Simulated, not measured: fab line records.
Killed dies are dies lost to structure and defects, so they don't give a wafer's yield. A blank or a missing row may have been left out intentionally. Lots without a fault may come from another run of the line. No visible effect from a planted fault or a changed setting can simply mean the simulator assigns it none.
fab line records ; flow ritCmos
[record] lots = 14; wafers = 42; lastDay = 7
route steps=202 shown PWELL@47 M1@202
lots untouched by any fault: they come from a run of this same line in which no faults occurred
startH: hours from the record's opening day to when the first of the lot's shown wafers began ; waitH: how many hours have passed since the lot's step before this one ; " unchanged from the row above ; L1.1+2: several wafers, shown together as one row ; - no value, or no start was given ; * or withheld: withheld ; < > ~ a bound
route shown NAME@n: names a module that has steps shown in the file, with the first one's number in the route ; usual: mean and standard deviation over wafers with no fault ; same: alike in all rows ; chamber/n: place in a boat ; sites: per-site readings ; _std_site: the standard deviation of these ; _edge_site: the outer-site mean with the inner-site mean subtracted ; radiusMm: for every site, how far away it sits from the centre of the wafer ; mask NAME#n: copy n ; behind: tool/chamber where the wafer was last shaped ; hold: what put the lot on hold/how long, in hours/how the hold closed ; device: the transistor (n, p or np) that didn't switch ; end of line: tests run on the same wafers once the route is complete ; a step given without rows: its recipe and nothing more ; killed: not the wafer's yield, but the dies lost to structure and defects at the first sort ; map: a wafer's dies, marking killed ones x, the rest . and places with no die _
set.NAME: the setting the step ran with; set.NAME@STEP: the setting that earlier step ran with ; model.NAME: the simulator's own value behind a step, which no gauge read
the route's steps for a sample of lots (tables are steps, rows are wafers)
services: the hour from which a tool's chamber was out of use, counted from the record's first day as startH (under 0 if before that day), plus the number of hours and why
[[steps]]
[step RIT_PWELL_IMPLANT_08]
[recipe] species = B; energyKev = 170; doseCm2 = 7e+13; tiltDeg = 7
[usual] doseIonsCm2 = 6.999e+13/8.1e+10; faradayCurrentUA = 221/4.4
lot.wafer;tool;chamber;startH;waitH;doseIonsCm2;faradayCurrentUA
L622.2;implanter-02;0;23.63;0.2;6.988e+13;218
L622.5;implanter-02;0;23.63;0.2;6.999e+13;223
L622.6;implanter-02;0;23.63;0.2;6.996e+13;226
L623.1;implanter-02;0;32.68;0.2;7.004e+13;222
L623.4;implanter-02;0;32.68;0.2;7.011e+13;213
L623.6;implanter-02;0;32.68;0.2;7.003e+13;224
L624.2;implanter-02;0;33.29;0.2;6.992e+13;222
L624.5;implanter-02;0;33.29;0.2;6.984e+13;217
L624.6;implanter-02;0;33.29;0.2;6.994e+13;217
L626.1;implanter-02;0;46.62;0.2;6.992e+13;219
L626.2;implanter-02;0;46.62;0.2;6.998e+13;229
L626.6;implanter-02;0;46.62;0.2;6.985e+13;220
L627.2;implanter-01;0;54.19;0.2;6.992e+13;218
L627.4;implanter-01;0;54.19;0.2;6.998e+13;220
L627.6;implanter-01;0;54.19;0.2;6.994e+13;225
L629.1;implanter-02;0;59.11;0.2;6.993e+13;223
L629.4;implanter-02;0;59.11;0.2;6.992e+13;217
L629.6;implanter-02;0;59.11;0.2;7.002e+13;230
L632.1;implanter-04;0;74.31;0.2;6.983e+13;222
L632.2;implanter-04;0;74.31;0.2;6.99e+13;217
L632.4;implanter-04;0;74.31;0.2;6.987e+13;216
L633.1;implanter-01;0;79.11;0.2;7.01e+13;226
L633.2;implanter-01;0;79.11;0.2;7e+13;221
L633.6;implanter-01;0;79.11;0.2;6.992e+13;226
L634.2;implanter-02;0;85.61;0.2;9.092e+13;289
L634.4;implanter-02;0;85.61;0.2;9.11e+13;295
L634.5;implanter-02;0;85.61;0.2;9.111e+13;282
L635.2;implanter-02;0;88.64;0.2;9.097e+13;293
L635.3;implanter-02;0;88.64;0.2;9.084e+13;290
L635.4;implanter-02;0;88.64;0.2;9.096e+13;290
L640.1;implanter-04;0;112.81;0.2;6.989e+13;215
L640.3;implanter-04;0;112.81;0.2;6.995e+13;228
L640.5;implanter-04;0;112.81;0.2;6.985e+13;219
L641.1;implanter-04;0;119.06;0.2;6.988e+13;229
L641.4;implanter-04;0;119.06;0.2;6.995e+13;218
L641.6;implanter-04;0;119.06;0.2;6.979e+13;222
L642.2;implanter-01;0;123.25;0.2;6.996e+13;221
L642.3;implanter-01;0;123.25;0.2;7.007e+13;215
L642.5;implanter-01;0;123.25;0.2;6.998e+13;221
L643.2;implanter-01;0;129.78;0.2;7.008e+13;226
L643.4;implanter-01;0;129.78;0.2;7.006e+13;222
L643.6;implanter-01;0;129.78;0.2;7.005e+13;223
[step RIT_PWELL_TW_MEAS_10]
[usual] PWELL_TW = 960/4.9
lot.wafer;tool;chamber;startH;waitH;PWELL_TW
L622.2;filmMetro-04;-;23.94;0.1;955
L622.5;filmMetro-04;-;23.94;0.1;951
L622.6;filmMetro-04;-;23.94;0.1;954
L623.1;filmMetro-04;-;33.01;0.1;959
L623.4;filmMetro-04;-;33.01;0.1;962
L623.6;filmMetro-04;-;33.01;0.1;963
L624.2;filmMetro-01;-;33.60;0.1;969
L624.5;filmMetro-01;-;33.60;0.1;967
L624.6;filmMetro-01;-;33.60;0.1;963
L626.1;filmMetro-01;-;46.95;0.1;963
L626.2;filmMetro-01;-;46.95;0.1;961
L626.6;filmMetro-01;-;46.95;0.1;962
L627.2;filmMetro-04;-;54.50;0.1;965
L627.4;filmMetro-04;-;54.50;0.1;967
L627.6;filmMetro-04;-;54.50;0.1;963
L629.1;filmMetro-04;-;59.44;0.1;964
L629.4;filmMetro-04;-;59.44;0.1;969
L629.6;filmMetro-04;-;59.44;0.1;965
L632.1;filmMetro-04;-;74.63;0.1;957
L632.2;filmMetro-04;-;74.63;0.1;962
L632.4;filmMetro-04;-;74.63;0.1;961
L633.1;filmMetro-01;-;79.43;0.1;962
L633.2;filmMetro-01;-;79.43;0.1;960
L633.6;filmMetro-01;-;79.43;0.1;965
L634.2;filmMetro-04;-;85.92;0.1;1051
L634.4;filmMetro-04;-;85.92;0.1;1044
L634.5;filmMetro-04;-;85.92;0.1;1041
L635.2;filmMetro-04;-;88.95;0.1;1041
L635.3;filmMetro-04;-;88.95;0.1;1037
L635.4;filmMetro-04;-;88.95;0.1;1044
L640.1;filmMetro-04;-;113.14;0.1;958
L640.3;filmMetro-04;-;113.14;0.1;957
L640.5;filmMetro-04;-;113.14;0.1;956
L641.1;filmMetro-04;-;119.38;0.1;958
L641.4;filmMetro-04;-;119.38;0.1;960
L641.6;filmMetro-04;-;119.38;0.1;957
L642.2;filmMetro-01;-;123.56;0.1;962
L642.3;filmMetro-01;-;123.56;0.1;957
L642.5;filmMetro-01;-;123.56;0.1;971
L643.2;filmMetro-04;-;130.09;0.1;960
L643.4;filmMetro-04;-;130.09;0.1;964
L643.6;filmMetro-04;-;130.09;0.1;960
[step RIT_WELLDRIVE_RS_MEAS_02]
[recipe] thkMeasGauge = four-point-probe
[usual] PWELL_RS = 429.3/1.1
lot.wafer;tool;chamber;startH;waitH;PWELL_RS[ohm/sq]
L622.2;filmMetro-02;-;30.99;0.1;428.7
L622.5;filmMetro-02;-;30.99;0.1;428.3
L622.6;filmMetro-02;-;30.99;0.1;428.3
L623.1;filmMetro-04;-;38.61;0.1;430.2
L623.4;filmMetro-04;-;38.61;0.1;428.4
L623.6;filmMetro-04;-;38.61;0.1;428.3
L624.2;filmMetro-02;-;39.88;0.1;426.6
L624.5;filmMetro-02;-;39.88;0.1;429.1
L624.6;filmMetro-02;-;39.88;0.1;429.2
L626.1;filmMetro-04;-;54.03;0.1;430.5
L626.2;filmMetro-04;-;54.03;0.1;428.8
L626.6;filmMetro-04;-;54.03;0.1;428.6
L627.2;filmMetro-01;-;59.77;0.1;429.7
L627.4;filmMetro-01;-;59.77;0.1;429.8
L627.6;filmMetro-01;-;59.77;0.1;430.7
L629.1;filmMetro-04;-;65.31;0.1;430.0
L629.4;filmMetro-04;-;65.31;0.1;429.4
L629.6;filmMetro-04;-;65.31;0.1;429.6
L632.1;filmMetro-04;-;80.42;0.1;430.1
L632.2;filmMetro-04;-;80.42;0.1;430.4
L632.4;filmMetro-04;-;80.42;0.1;428.9
L633.1;filmMetro-04;-;84.81;0.1;429.4
L633.2;filmMetro-04;-;84.81;0.1;430.6
L633.6;filmMetro-04;-;84.81;0.1;429.4
L634.2;filmMetro-02;-;91.19;0.1;365.1
L634.4;filmMetro-02;-;91.19;0.1;363.6
L634.5;filmMetro-02;-;91.19;0.1;363.7
L635.2;filmMetro-02;-;95.75;0.1;364.3
L635.3;filmMetro-02;-;95.75;0.1;364.6
L635.4;filmMetro-02;-;95.75;0.1;364.8
L640.1;filmMetro-04;-;118.88;0.1;431.2
L640.3;filmMetro-04;-;118.88;0.1;429.6
L640.5;filmMetro-04;-;118.88;0.1;431.3
L641.1;filmMetro-01;-;124.64;0.1;428.9
L641.4;filmMetro-01;-;124.64;0.1;429.5
L641.6;filmMetro-01;-;124.64;0.1;429.9
L642.2;filmMetro-04;-;129.75;0.1;430.2
L642.3;filmMetro-04;-;129.75;0.1;430.1
L642.5;filmMetro-04;-;129.75;0.1;430.3
L643.2;filmMetro-04;-;135.36;0.1;431.2
L643.4;filmMetro-04;-;135.36;0.1;429.2
L643.6;filmMetro-04;-;135.36;0.1;430.5
[step RIT_M1_PROBE_99]
[usual] killedAtContacts = 0.1/0.31; killedAtFrontEnd = 6.3/2.7; killedDies = 6.4/2.7; killedOpen = 3.3/2; killedShort = 3/1.8
[same] grossDies = 264; killed_at_M0_to_M3 = 0; killed_at_M4_up = 0; killedAtBackSide = 0; killedAtOther = 0
lot.wafer;tool;chamber;startH;waitH;killedAtContacts;killedAtFrontEnd;killedDies;killedOpen;killedShort
L632.1;prober-01;-;111.20;0.1;0;8;8;3;5
L632.2;prober-01;-;111.25;0.1;0;9;9;3;6
L632.4;prober-01;-;111.35;0.2;0;9;9;5;2
L633.1;prober-02;-;117.40;0.1;0;9;9;4;5
L633.2;prober-02;-;117.45;0.1;0;6;6;5;1
L633.6;prober-02;-;117.65;0.2;0;3;3;2;1
L634.2;prober-02;-;122.31;0.1;0;4;4;2;2
L634.4;prober-02;-;122.41;0.2;0;13;13;10;3
L634.5;prober-02;-;122.46;0.2;0;3;3;3;0
L635.2;prober-01;-;126.51;0.1;1;6;7;3;4
L635.3;prober-01;-;126.56;0.2;1;7;8;3;5
L635.4;prober-01;-;126.61;0.2;0;7;7;4;3
L640.1;prober-02;-;150.63;0.1;0;5;5;3;1
L640.3;prober-02;-;150.73;0.2;1;9;10;4;6
L640.5;prober-02;-;150.83;0.2;0;3;3;1;2
L641.1;prober-01;-;155.19;0.1;0;5;5;1;4
L641.4;prober-01;-;155.34;0.2;1;5;6;2;4
L641.6;prober-01;-;155.44;0.2;0;2;2;1;1
L642.2;prober-02;-;159.78;0.1;0;6;6;3;3
L642.3;prober-02;-;159.83;0.2;0;5;5;4;1
L642.5;prober-02;-;159.93;0.2;0;2;2;2;0
// killed by level:class
L632.1 GATE:geometricParticle:open=2 GATE:geometricParticle:short=2 FOX1:geometricParticle:short=1 FOX1:geometricParticle:open=1 REOX:geometricParticle:short=1 SILICIDE:geometricParticle:short=1
L632.2 GATE:geometricParticle:short=3 GATE:geometricParticle:open=2 FOX1:geometricParticle:short=1 SPACER:geometricParticle:short=1 SILICIDE:geometricParticle:short=1 SILICIDE:geometricParticle:open=1
L632.4 FOX1:geometricParticle:open=2 SILICIDE:geometricParticle:open=2 NLDD:coatMicrobubblePrinted=2 FOX1:geometricParticle:short=1 GATE:geometricParticle:short=1 GATE:geometricParticle:open=1
L633.1 REOX:geometricParticle:short=2 GATE:geometricParticle:open=2 FOX1:geometricParticle:open=1 FOX1:geometricParticle:short=1 GATE:geometricParticle:short=1 SPACER:geometricParticle:short=1 SILICIDE:geometricParticle:open=1
L633.2 GATE:geometricParticle:open=3 FOX1:geometricParticle:short=1 FOX2:geometricParticle:open=1 SPACER:geometricParticle:open=1
L633.6 GATE:geometricParticle:short=1 REOX:geometricParticle:open=1 SPACER:geometricParticle:open=1
L634.2 GATE:geometricParticle:open=2 GATE:geometricParticle:short=1 SILICIDE:geometricParticle:short=1
L634.4 GATE:geometricParticle:open=7 SILICIDE:geometricParticle:open=2 FOX1:geometricParticle:short=1 REOX:geometricParticle:open=1 SPACER:geometricParticle:short=1 SILICIDE:geometricParticle:short=1
L634.5 GATE:geometricParticle:open=2 REOX:geometricParticle:open=1
L635.2 REOX:geometricParticle:open=2 FOX2:geometricParticle:short=1 GATE:geometricParticle:open=1 GATE:geometricParticle:short=1 SPACER:geometricParticle:short=1 CONTACT:geometricParticle:short=1
L635.3 GATE:geometricParticle:short=4 GATE:geometricParticle:open=2 FOX1:geometricParticle:open=1 CONTACT:geometricParticle:short=1
L635.4 GATE:geometricParticle:open=2 FOX1:geometricParticle:short=1 REOX:geometricParticle:open=1 REOX:geometricParticle:short=1 SPACER:geometricParticle:open=1 SPACER:geometricParticle:short=1
L640.1 REOX:geometricParticle:open=1 SPACER:geometricParticle:open=1 SILICIDE:geometricParticle:short=1 SILICIDE:geometricParticle:open=1 GATE:coatMicrobubblePrinted=1
L640.3 SILICIDE:geometricParticle:short=3 GATE:geometricParticle:open=2 REOX:geometricParticle:open=2 FOX1:geometricParticle:short=1 GATE:geometricParticle:short=1 CONTACT:geometricParticle:short=1
L640.5 FOX1:geometricParticle:short=1 GATE:geometricParticle:open=1 REOX:geometricParticle:short=1
L641.1 SPACER:geometricParticle:short=2 FOX2:geometricParticle:short=1 GATE:geometricParticle:short=1 SPACER:geometricParticle:open=1
L641.4 SPACER:geometricParticle:open=2 FOX1:geometricParticle:short=1 FOX2:geometricParticle:short=1 SPACER:geometricParticle:short=1 CONTACT:geometricParticle:short=1
L641.6 SPACER:geometricParticle:short=1 SILICIDE:geometricParticle:open=1
L642.2 FOX1:geometricParticle:open=1 FOX2:geometricParticle:short=1 REOX:geometricParticle:short=1 SPACER:geometricParticle:short=1 SPACER:geometricParticle:open=1 SILICIDE:geometricParticle:open=1
L642.3 FOX1:geometricParticle:open=1 GATE:geometricParticle:open=1 REOX:geometricParticle:open=1 SPACER:geometricParticle:open=1 SILICIDE:geometricParticle:short=1
L642.5 GATE:geometricParticle:open=1 REOX:geometricParticle:open=1
[[services]]
tool;chamber;startH;hours;kind
implanter-02;-;13.89;4.1;repair
implanter-01;-;16.83;3.9;pm
implanter-04;-;29.59;13.4;pm
implanter-01;-;112.60;2.9;repair
implanter-04;-;114.42;3.4;repair
implanter-02;-;122.15;2.2;repair
[[key]]
[firstSign] step = RIT_PWELL_IMPLANT_08; reading = doseIonsCm2; direction = up; sigmas = 99+; usual = 6.999e+13; struck = 9.098e+13
[effect] step = RIT_PWELL_IMPLANT_08; reading = faradayCurrentUA; direction = up; sigmas = 16; usual = 221; struck = 290
[effect] step = RIT_PWELL_TW_MEAS_10; reading = PWELL_TW; direction = up; sigmas = 17; usual = 960; struck = 1043
[effect] step = RIT_WELLDRIVE_RS_MEAS_02; reading = PWELL_RS; direction = down; sigmas = 61; usual = 429.3; struck = 364.4
metAt RIT_PWELL_IMPLANT_08
struckLots L634,L635
testerLeftOut L634,L635
onsetBetween 59.11 85.61
[fault] kind = processParameterDrift; tool = implanter-02; chamber = -; onsetH = 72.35; steps = RIT_PWELL_IMPLANT_08; channel = doseCm2; offset = 2.1e+13; shape = step; endH = 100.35; actsIn = theseRecipesOnly; stated = 7e+13
// testerLeftOut: of these lots the tester's yield and bins aren't shown, on N5 and GAA mostly nor the transistor test; their killed dies are dies lost to structure and defects alone, not to doping, threshold or leakage, so they don't give the yield
